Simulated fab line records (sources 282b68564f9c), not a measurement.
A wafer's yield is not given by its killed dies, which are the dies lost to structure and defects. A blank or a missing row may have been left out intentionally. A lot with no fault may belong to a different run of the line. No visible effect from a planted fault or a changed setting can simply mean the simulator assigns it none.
fab line records	flow ritCmos
[record] lots = 6	wafers = 18	lastDay = 7
route steps=202 shown FOX2@24 NWELL@28 PWELL@39 WELLDRIVE@50 M1@202
lots with no fault: from the same line, run without faults
startH: hours from the record's opening day to when the first of the lot's shown wafers began	waitH: hours since the lot's step before	" identical to the entry in the row above	L1.1+2: a row that stands for several wafers	- no value present, or no start provided	* or withheld: withheld	< > ~ a bound
route shown NAME@n: NAME is a module with steps in the file, n the number in the route of the first one	usual: mean and standard deviation over wafers with no fault	same: alike in all rows	chamber/n: place in a boat	sites: per-site readings	_std_site: standard deviation of those values	_edge_site: outer sites' mean less inner sites'	radiusMm: for every site, how far away it sits from the centre of the wafer	mask NAME#n: copy n	behind: the tool/chamber that last shaped the wafer	hold: what put the lot on hold/how long, in hours/how the hold closed	device: whichever transistor did not switch (one of n, p or np)	end of line: tests run on the same wafers once the route is complete	for a step that has no rows: nothing shown but its recipe	killed: count of dies lost to structure and defects at first sort (not the wafer's yield)	map: per-die view of a wafer (x killed, . not killed, _ where there is no die)
set.NAME: the setting as run; set.NAME@STEP: as run at that earlier step	model.NAME: the simulator's own value behind a step, which no gauge read
lots at some steps of the route; a table a step, a row a wafer
services: the hour from which a tool's chamber was out of use, counted from the record's first day as startH (under 0 if before that day), plus the number of hours and why
[[steps]]
[step RIT_FOX2_THK_MEAS_01]
[recipe] reads = SiO2_of_FOX2_OXIDATION_00
[usual] FOX2_OXIDE_THK = 353/6.4
lot.wafer	tool	chamber	startH	waitH	FOX2_OXIDE_THK[nm]
L420.1	filmMetro-03	-	27.46	0.0	351
L420.3	"	-	"	"	349
L420.5	"	-	"	"	351
L429.1	filmMetro-02	-	65.79	0.0	355
L429.5	"	-	"	"	353
L429.6	"	-	"	"	353
L430.3	filmMetro-01	-	70.12	0.0	350
L430.4	"	-	"	"	354
L430.6	"	-	"	"	354
L432.2	filmMetro-01	-	79.98	0.0	352
L432.5	"	-	"	"	361
L432.6	"	-	"	"	354
L433.1	filmMetro-03	-	85.11	0.0	351
L433.2	"	-	"	"	352
L433.5	"	-	"	"	355
L442.1	filmMetro-03	-	131.83	0.0	357
L442.2	"	-	"	"	360
L442.3	"	-	"	"	362
[step RIT_FOX2_CLEAN_02]
[recipe] chemistry = dHF	dilution = 50:1	timeS = 180
[step RIT_FOX2_WET_ETCH_03]
[recipe] chemistry = H3PO4	target = Si3N4	targetDepthNm = 195	tempC = 165	timeS = 2700
[step RIT_FOX2_THK_MEAS_90]
[recipe] reads = SiO2_of_FOX2_OXIDATION_00
[usual] FIELD_OXIDE_LEFT_1_THK = 326/6.4
lot.wafer	tool	chamber	startH	waitH	FIELD_OXIDE_LEFT_1_THK[nm]
L420.1	filmMetro-01	-	28.34	0.0	324
L420.3	"	-	"	"	321
L420.5	"	-	"	"	323
L429.1	filmMetro-02	-	66.67	0.0	327
L429.5	"	-	"	"	325
L429.6	"	-	"	"	325
L430.3	filmMetro-01	-	70.99	0.0	323
L430.4	"	-	"	"	326
L430.6	"	-	"	"	327
L432.2	filmMetro-01	-	80.86	0.0	325
L432.5	"	-	"	"	334
L432.6	"	-	"	"	328
L433.1	filmMetro-03	-	85.99	0.0	323
L433.2	"	-	"	"	325
L433.5	"	-	"	"	327
L442.1	filmMetro-03	-	132.78	0.0	330
L442.2	"	-	"	"	333
L442.3	"	-	"	"	334
[step RIT_NWELL_HMDS_00]
[recipe] primeTimeS = 61.17	primeTempC = 140
[step RIT_NWELL_COAT_01]
[recipe] resist = NOVOLAK	spinRpm = 2000	resistThkNm = 1300
[step RIT_NWELL_SOFTBAKE_02]
[recipe] resist = NOVOLAK	tempC = 90	timeS = 60
[step RIT_NWELL_EXPOSE_03]
[recipe] maskId = M2	na = 0.57	targetCdNm = 43900	doseMj = 250
[step RIT_NWELL_PEB_04]
[recipe] resist = NOVOLAK	tempC = withheld	timeS = withheld
[step RIT_NWELL_DEVELOP_05]
[recipe] resist = NOVOLAK	developTimeS = 68	devTempC = 23
[step RIT_NWELL_OVL_MEAS_06]
[usual] NWELL_OVL = -1.1/1.3
lot.wafer	tool	chamber	startH	waitH	NWELL_OVL[nm]
L420.1	overlay-02	-	29.37	-	-1.5
L420.3	"	-	"	"	0.0
L420.5	"	-	"	"	-1.7
L429.1	overlay-02	-	67.73	-	-0.9
L429.5	"	-	"	"	-0.3
L429.6	"	-	"	"	-1.4
L430.3	overlay-01	-	72.11	-	-1.9
L430.4	"	-	"	"	-2.4
L430.6	"	-	"	"	-4.3
L432.2	overlay-01	-	81.80	-	-0.8
L432.5	"	-	"	"	0.0
L432.6	"	-	"	"	-0.2
L433.1	overlay-02	-	86.93	-	1.2
L433.2	"	-	"	"	3.5
L433.5	"	-	"	"	0.3
L442.1	overlay-01	-	133.85	-	-1.0
L442.2	"	-	"	"	1.7
L442.3	"	-	"	"	0.0
[step RIT_NWELL_HARDBAKE_07]
[recipe] resist = NOVOLAK	tempC = 140	timeS = 120
[step RIT_NWELL_IMPLANT_08]
[recipe] species = P	energyKev = 170	doseCm2 = 5e+13	tiltDeg = 7
[usual] doseIonsCm2 = 4.999e+13/5.7e+10	faradayCurrentUA = 159/3.2	tiltDeg = 7.001/0.019
lot.wafer	tool	chamber	startH	waitH	doseIonsCm2	faradayCurrentUA	tiltDeg
L420.1	implanter-04	0	29.66	0.2	4.996e+13	154	6.999
L420.3	"	0	"	"	5.006e+13	158	7.000
L420.5	"	0	"	"	4.999e+13	164	7.000
L429.1	implanter-01	0	68.02	0.2	4.998e+13	159	6.990
L429.5	"	0	"	"	4.999e+13	158	7.004
L429.6	"	0	"	"	5.005e+13	157	6.995
L430.3	implanter-01	0	72.43	0.2	6.502e+13	202	7.009
L430.4	"	0	"	"	6.498e+13	215	7.023
L430.6	"	0	"	"	6.504e+13	209	6.976
L432.2	implanter-02	0	82.39	0.2	5.009e+13	162	7.011
L432.5	"	0	"	"	4.996e+13	159	6.995
L432.6	"	0	"	"	4.994e+13	154	6.998
L433.1	implanter-01	0	87.21	0.2	6.506e+13	212	6.989
L433.2	"	0	"	"	6.513e+13	212	7.014
L433.5	"	0	"	"	6.501e+13	198	7.000
L442.1	implanter-04	0	134.13	0.2	5e+13	161	6.979
L442.2	"	0	"	"	4.99e+13	157	6.977
L442.3	"	0	"	"	5.001e+13	162	7.000
[step RIT_NWELL_STRIP_09]
[recipe] chemistry = O2	timeS = 180	resist = NOVOLAK	platenTempC = withheld	powerW = 500	pressureMtorr = 4000	o2FlowSccm = 4000
[usual] drypumpMotorCurrentA = 6.09/0.25	o2FlowSccm = 4000/12
[same] timeS = 180
lot.wafer	tool	chamber	startH	waitH	drypumpMotorCurrentA	o2FlowSccm	rfHoursCounterH
L420.1	plasmaAsher-04	0	29.81	0.1	6.01	4022	38
L420.3	"	1	"	"	5.96	4006	-
L420.5	"	0	"	"	6.02	4019	-
L429.1	plasmaAsher-02	0	68.17	0.1	6.42	4010	43
L429.5	"	0	"	"	6.46	4004	-
L429.6	"	1	"	"	6.42	3996	-
L430.3	plasmaAsher-04	1	72.59	0.1	5.96	3996	-
L430.4	"	0	"	"	6.02	4003	-
L430.6	"	1	"	"	5.97	3991	-
L432.2	plasmaAsher-01	0	82.52	0.1	5.95	3993	38
L432.5	"	0	"	"	5.95	4007	-
L432.6	"	1	"	"	5.72	4012	-
L433.1	plasmaAsher-01	1	87.36	0.1	5.70	4004	38
L433.2	"	0	"	"	5.96	4000	38
L433.5	"	1	"	"	5.71	4007	-
L442.1	plasmaAsher-02	0	134.28	0.1	6.43	3997	50
L442.2	"	1	"	"	6.41	4008	50
L442.3	"	0	"	"	6.44	3988	-
[step RIT_NWELL_TW_MEAS_10]
[usual] NWELL_TW = 2148/15
lot.wafer	tool	chamber	startH	waitH	NWELL_TW
L420.1	filmMetro-04	-	29.98	0.1	2128
L420.3	"	-	"	"	2119
L420.5	"	-	"	"	2130
L429.1	filmMetro-01	-	68.34	0.1	2173
L429.5	"	-	"	"	2182
L429.6	"	-	"	"	2166
L430.3	filmMetro-01	-	72.73	0.1	2350
L430.4	"	-	"	"	2337
L430.6	"	-	"	"	2358
L432.2	filmMetro-01	-	82.70	0.1	2154
L432.5	"	-	"	"	2153
L432.6	"	-	"	"	2163
L433.1	filmMetro-04	-	87.54	0.1	2314
L433.2	"	-	"	"	2320
L433.5	"	-	"	"	2330
L442.1	filmMetro-01	-	134.46	0.1	2166
L442.2	"	-	"	"	2177
L442.3	"	-	"	"	2178
[step RIT_PWELL_HMDS_00]
[recipe] primeTimeS = 60	primeTempC = 140
[step RIT_PWELL_COAT_01]
[recipe] resist = NOVOLAK	spinRpm = 2000	resistThkNm = 1300
[step RIT_PWELL_SOFTBAKE_02]
[recipe] resist = NOVOLAK	tempC = 90	timeS = 58.85
[step RIT_PWELL_EXPOSE_03]
[recipe] maskId = M3	na = 0.57	targetCdNm = 43700	doseMj = 250
[step RIT_PWELL_PEB_04]
[recipe] resist = NOVOLAK	tempC = withheld	timeS = withheld
[step RIT_PWELL_DEVELOP_05]
[recipe] resist = NOVOLAK	developTimeS = 68	devTempC = 23
[step RIT_PWELL_OVL_MEAS_06]
[usual] PWELL_OVL = -1.3/1.2
lot.wafer	tool	chamber	startH	waitH	PWELL_OVL[nm]
L420.1	overlay-02	-	31.05	-	-2.1
L420.3	"	-	"	"	-1.2
L420.5	"	-	"	"	0.3
L429.1	overlay-02	-	69.68	-	0.7
L429.5	"	-	"	"	-2.1
L429.6	"	-	"	"	-1.6
L430.3	overlay-02	-	73.79	-	-0.3
L430.4	"	-	"	"	-1.2
L430.6	"	-	"	"	-0.6
L432.2	overlay-01	-	83.87	-	-1.6
L432.5	"	-	"	"	-0.9
L432.6	"	-	"	"	-0.7
L433.1	overlay-01	-	88.60	-	-2.7
L433.2	"	-	"	"	-1.8
L433.5	"	-	"	"	-1.4
L442.1	overlay-01	-	135.49	-	-0.6
L442.2	"	-	"	"	-0.9
L442.3	"	-	"	"	-2.1
[step RIT_PWELL_HARDBAKE_07]
[recipe] resist = NOVOLAK	tempC = 140	timeS = 120
[step RIT_PWELL_IMPLANT_08]
[recipe] species = B	energyKev = 170	doseCm2 = 7e+13	tiltDeg = 7
[step RIT_PWELL_STRIP_09]
[recipe] chemistry = O2	timeS = 180	resist = NOVOLAK	platenTempC = withheld	powerW = 500	pressureMtorr = 4000	o2FlowSccm = 4000
[usual] drypumpMotorCurrentA = 5.6/0.4	o2FlowSccm = 3998/11
[same] timeS = 180
lot.wafer	tool	chamber	startH	waitH	drypumpMotorCurrentA	o2FlowSccm	rfHoursCounterH
L420.1	plasmaAsher-04	1	31.49	0.1	5.9	4009	39
L420.3	"	1	"	"	6.0	4010	-
L420.5	"	1	"	"	5.9	4009	-
L429.1	plasmaAsher-03	0	70.33	0.1	5.2	3990	28
L429.5	"	1	"	"	5.1	3998	-
L429.6	"	0	"	"	5.2	3997	-
L430.3	plasmaAsher-04	0	74.27	0.1	6.0	4015	-
L430.4	"	1	"	"	6.0	3997	-
L430.6	"	0	"	"	6.0	4021	-
L432.2	plasmaAsher-03	1	84.30	0.1	5.1	3989	30
L432.5	"	1	"	"	5.1	3999	-
L432.6	"	0	"	"	5.2	3989	-
L433.1	plasmaAsher-01	0	89.04	0.1	5.9	4007	38
L433.2	"	1	"	"	5.7	4002	38
L433.5	"	1	"	"	5.8	3988	-
L442.1	plasmaAsher-04	1	135.92	0.1	6.0	4011	2
L442.2	"	0	"	"	6.0	4008	2
L442.3	"	0	"	"	6.0	4008	-
[step RIT_PWELL_TW_MEAS_10]
[usual] PWELL_TW = 951/6.8
lot.wafer	tool	chamber	startH	waitH	PWELL_TW
L420.1	filmMetro-01	-	31.66	0.1	955
L420.3	"	-	"	"	961
L420.5	"	-	"	"	962
L429.1	filmMetro-01	-	70.51	0.1	957
L429.5	"	-	"	"	960
L429.6	"	-	"	"	962
L430.3	filmMetro-01	-	74.41	0.1	957
L430.4	"	-	"	"	955
L430.6	"	-	"	"	961
L432.2	filmMetro-01	-	84.49	0.1	958
L432.5	"	-	"	"	958
L432.6	"	-	"	"	957
L433.1	filmMetro-02	-	89.22	0.1	950
L433.2	"	-	"	"	953
L433.5	"	-	"	"	947
L442.1	filmMetro-01	-	136.10	0.1	954
L442.2	"	-	"	"	959
L442.3	"	-	"	"	959
[step RIT_WELLDRIVE_ANNEAL_00]
[recipe] tempC = 1100	timeS = 14700	ambient = N2
[step RIT_WELLDRIVE_RS_MEAS_01]
[recipe] thkMeasGauge = four-point-probe
[usual] NWELL_RS = 275.6/0.78
lot.wafer	tool	chamber	startH	waitH	NWELL_RS[ohm/sq]
L420.1	filmMetro-04	-	39.09	0.0	274.3
L420.3	"	-	"	"	276.1
L420.5	"	-	"	"	276.2
L429.1	filmMetro-01	-	75.65	0.0	274.6
L429.5	"	-	"	"	274.5
L429.6	"	-	"	"	274.4
L430.3	filmMetro-04	-	81.47	0.0	235.2
L430.4	"	-	"	"	234.7
L430.6	"	-	"	"	235.1
L432.2	filmMetro-01	-	90.21	0.0	275.6
L432.5	"	-	"	"	275.5
L432.6	"	-	"	"	275.2
L433.1	filmMetro-01	-	95.00	0.0	234.6
L433.2	"	-	"	"	235.0
L433.5	"	-	"	"	234.9
L442.1	filmMetro-04	-	142.25	0.0	274.8
L442.2	"	-	"	"	275.0
L442.3	"	-	"	"	274.9
[step RIT_WELLDRIVE_RS_MEAS_02]
[recipe] thkMeasGauge = four-point-probe
[usual] PWELL_RS = 429.1/1.2
lot.wafer	tool	chamber	startH	waitH	PWELL_RS[ohm/sq]
L420.1	filmMetro-04	-	39.21	0.1	429.3
L420.3	"	-	"	"	428.8
L420.5	"	-	"	"	430.2
L429.1	filmMetro-01	-	75.77	0.1	429.4
L429.5	"	-	"	"	428.1
L429.6	"	-	"	"	428.2
L430.3	filmMetro-04	-	81.59	0.1	428.3
L430.4	"	-	"	"	427.5
L430.6	"	-	"	"	428.3
L432.2	filmMetro-01	-	90.33	0.1	429.6
L432.5	"	-	"	"	432.1
L432.6	"	-	"	"	429.6
L433.1	filmMetro-01	-	95.12	0.1	429.3
L433.2	"	-	"	"	428.9
L433.5	"	-	"	"	429.2
L442.1	filmMetro-04	-	142.37	0.1	429.1
L442.2	"	-	"	"	429.4
L442.3	"	-	"	"	429.1
[step RIT_M1_PROBE_99]
[usual] killedAtContacts = 0.1/0.23	killedAtFrontEnd = 6.6/2.8	killedDies = 6.6/2.8	killedOpen = 3.3/2	killedShort = 3.2/1.7
[same] grossDies = 264	killed_at_M0_to_M3 = 0	killed_at_M4_up = 0	killedAtBackSide = 0	killedAtOther = 0
lot.wafer	tool	chamber	startH	waitH	killedAtContacts	killedAtFrontEnd	killedDies	killedOpen	killedShort	model.etest.pmos_0p3.rOnOhmUm	model.etest.pmosTurned.rOnOhmUm	model.etest.pmos_0p15.rOnOhmUm	model.etest.nwellPinched.rsOhmSq	model.etest.wellEdgeLeft.lineOhmUm	model.etest.wellEdgeRight.lineOhmUm	model.etest.pmosTurned.driveUaUm	model.etest.pmos_0p15.driveUaUm
L420.1	prober-02	-	72.54	0.1	0	5	5	1	4	6318	3469	2792	333.4	181.7	181.6	186.8	251.1
L420.3	prober-02	-	72.64	0.2	0	11	11	5	6	6284	3497	2791	343.1	181.2	182.3	185.7	251.9
L420.5	prober-02	-	72.74	0.2	0	4	4	3	1	6313	3598	2852	340	182.1	182.7	178.6	250.9
L429.1	prober-02	-	105.01	0.1	0	8	8	4	3	6417	3756	3020	335.2	179.7	181.1	170	236.5
L429.5	prober-02	-	105.21	0.2	0	3	3	0	3	6432	3748	2965	335	181.3	183.7	170.5	236.6
L429.6	prober-02	-	105.26	0.2	0	12	12	6	5	6629	3838	3051	335.1	181.1	181.7	164	230.5
L430.3	prober-02	-	115.47	0.2	0	8	8	4	4	6738	3831	2984	286.5	151.7	151.8	161.5	228.7
L430.4	prober-02	-	115.52	0.2	0	9	9	6	3	6740	4013	3075	285.1	150.5	149.8	152	224.4
L430.6	prober-02	-	115.62	0.2	0	10	10	5	5	6763	3829	3030	284.6	151.2	150.1	157.7	228.6
L432.2	prober-02	-	124.69	0.1	0	8	8	3	5	6246	3473	2764	335.5	180.4	181.6	186.8	256.9
L432.5	prober-02	-	124.84	0.2	0	11	11	8	3	6223	3516	2774	338.3	182.4	181.2	186.1	257.5
L432.6	prober-02	-	124.89	0.2	0	2	2	1	1	6093	3328	2686	334.9	182.2	181.9	193.3	267.4
L433.1	prober-01	-	128.75	0.1	0	6	6	4	2	6646	3773	3021	282.3	150	149.8	165.3	226.4
L433.2	prober-01	-	128.80	0.1	0	5	5	3	2	6819	3852	3069	284.4	150.4	150.7	161.3	220.3
L433.5	prober-01	-	128.95	0.2	0	4	4	2	2	6601	3705	2965	282	149.9	150.7	166.3	226.9
L442.1	prober-02	-	172.94	0.1	1	7	8	4	4	6435	3497	2823	341.5	184.1	182.6	188.9	253.1
L442.2	prober-02	-	172.99	0.1	0	4	4	1	3	6294	3437	2802	337.8	180	177.7	192.5	251.9
L442.3	prober-02	-	173.04	0.2	0	9	9	3	6	6201	3366	2723	334.4	181.6	181.2	194.4	258.2
// killed by level:class
L420.1 SILICIDE:geometricParticle:short=2 FOX1:geometricParticle:short=1 GATE:geometricParticle:open=1 GATE:geometricParticle:short=1
L420.3 SPACER:geometricParticle:short=3 FOX1:geometricParticle:open=2 SILICIDE:geometricParticle:short=2 GATE:geometricParticle:short=1 GATE:geometricParticle:open=1 SPACER:geometricParticle:open=1 SILICIDE:geometricParticle:open=1
L420.5 REOX:geometricParticle:open=2 REOX:geometricParticle:short=1 SILICIDE:geometricParticle:open=1
L429.1 GATE:geometricParticle:open=2 SPACER:geometricParticle:open=2 FOX1:geometricParticle:short=1 REOX:geometricParticle:short=1 SPACER:geometricParticle:short=1 NSD:coatMicrobubblePrinted=1
L429.5 GATE:geometricParticle:short=3
L429.6 GATE:geometricParticle:short=4 GATE:geometricParticle:open=3 FOX2:geometricParticle:open=2 FOX1:geometricParticle:open=1 FOX2:geometricParticle:short=1 NSD:coatMicrobubblePrinted=1
L430.3 GATE:geometricParticle:open=2 GATE:geometricParticle:short=2 REOX:geometricParticle:short=2 FOX2:geometricParticle:open=1 SILICIDE:geometricParticle:open=1
L430.4 FOX1:geometricParticle:open=3 GATE:geometricParticle:open=2 FOX1:geometricParticle:short=1 GATE:geometricParticle:short=1 REOX:geometricParticle:open=1 SILICIDE:geometricParticle:short=1
L430.6 GATE:geometricParticle:open=3 GATE:geometricParticle:short=2 SPACER:geometricParticle:short=2 FOX1:geometricParticle:short=1 FOX2:geometricParticle:open=1 SPACER:geometricParticle:open=1
L432.2 GATE:geometricParticle:open=2 FOX1:geometricParticle:short=1 FOX2:geometricParticle:short=1 GATE:geometricParticle:short=1 REOX:geometricParticle:open=1 SPACER:geometricParticle:short=1 SILICIDE:geometricParticle:short=1
L432.5 GATE:geometricParticle:open=3 REOX:geometricParticle:open=3 SILICIDE:geometricParticle:short=2 FOX1:geometricParticle:open=1 GATE:geometricParticle:short=1 SILICIDE:geometricParticle:open=1
L432.6 GATE:geometricParticle:open=1 REOX:geometricParticle:short=1
L433.1 GATE:geometricParticle:open=3 SPACER:geometricParticle:short=2 REOX:geometricParticle:open=1
L433.2 FOX2:geometricParticle:open=2 SPACER:geometricParticle:short=2 REOX:geometricParticle:open=1
L433.5 FOX1:geometricParticle:short=1 FOX1:geometricParticle:open=1 FOX2:geometricParticle:open=1 FOX2:geometricParticle:short=1
L442.1 GATE:geometricParticle:open=2 REOX:geometricParticle:short=2 FOX1:geometricParticle:open=1 FOX2:geometricParticle:short=1 GATE:geometricParticle:short=1 CONTACT:geometricParticle:open=1
L442.2 SILICIDE:geometricParticle:short=2 FOX1:geometricParticle:open=1 GATE:geometricParticle:short=1
L442.3 GATE:geometricParticle:short=2 REOX:geometricParticle:short=2 FOX1:geometricParticle:short=1 FOX2:geometricParticle:open=1 GATE:geometricParticle:open=1 SILICIDE:geometricParticle:short=1 SILICIDE:geometricParticle:open=1
[[services]]
tool	chamber	startH	hours	kind
plasmaAsher-02	-	39.84	14.4	repair
plasmaAsher-02	-	47.53	0.5	repair
implanter-02	-	50.90	1.8	repair
plasmaAsher-03	-	52.89	14.6	pm
implanter-04	-	64.07	4.5	pm
implanter-02	-	92.01	0.8	repair
implanter-01	-	99.56	3.5	repair
implanter-04	-	103.79	3.2	pm
plasmaAsher-04	-	108.75	9.0	pm
plasmaAsher-04	0	108.75	9.0	ventCycle
plasmaAsher-04	1	108.75	9.0	ventCycle
implanter-04	-	113.03	1.0	repair
plasmaAsher-04	0	117.75	-	clean
plasmaAsher-04	1	117.75	-	clean
implanter-01	-	120.18	1.3	repair
plasmaAsher-02	-	121.22	0.5	repair
plasmaAsher-01	-	134.42	1.8	repair
[[key]]
[firstSign] step = RIT_NWELL_IMPLANT_08	reading = doseIonsCm2	direction = up	sigmas = 99+	usual = 4.999e+13	struck = 6.504e+13
[effect] step = RIT_NWELL_IMPLANT_08	reading = faradayCurrentUA	direction = up	sigmas = 15	usual = 159	struck = 208
[effect] step = RIT_NWELL_TW_MEAS_10	reading = NWELL_TW	direction = up	sigmas = 12	usual = 2148	struck = 2335
[effect] step = RIT_WELLDRIVE_RS_MEAS_01	reading = NWELL_RS	direction = down	sigmas = 52	usual = 275.6	struck = 234.9
[modelEffect] step = RIT_M1_PROBE_99	value = etest.pmos_0p3.rOnOhmUm	without = 6414	struck = 6718
metAt RIT_NWELL_IMPLANT_08
struckWafers L430.3,L430.4,L430.6,L433.1,L433.2,L433.5
testerLeftOut L430,L433
onsetBetween 68.02 72.43
[fault] kind = processParameterDrift	tool = implanter-01	chamber = -	onsetH = 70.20	steps = RIT_NWELL_IMPLANT_08	channel = doseCm2	offset = 1.5e+13	shape = step	endH = 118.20	actsIn = theseRecipesOnly	stated = 5e+13
// testerLeftOut: of these lots the tester's yield and bins aren't shown, on N5 and GAA mostly nor the transistor test; their killed dies are dies lost to structure and defects alone, not to doping, threshold or leakage, so they don't give the yield
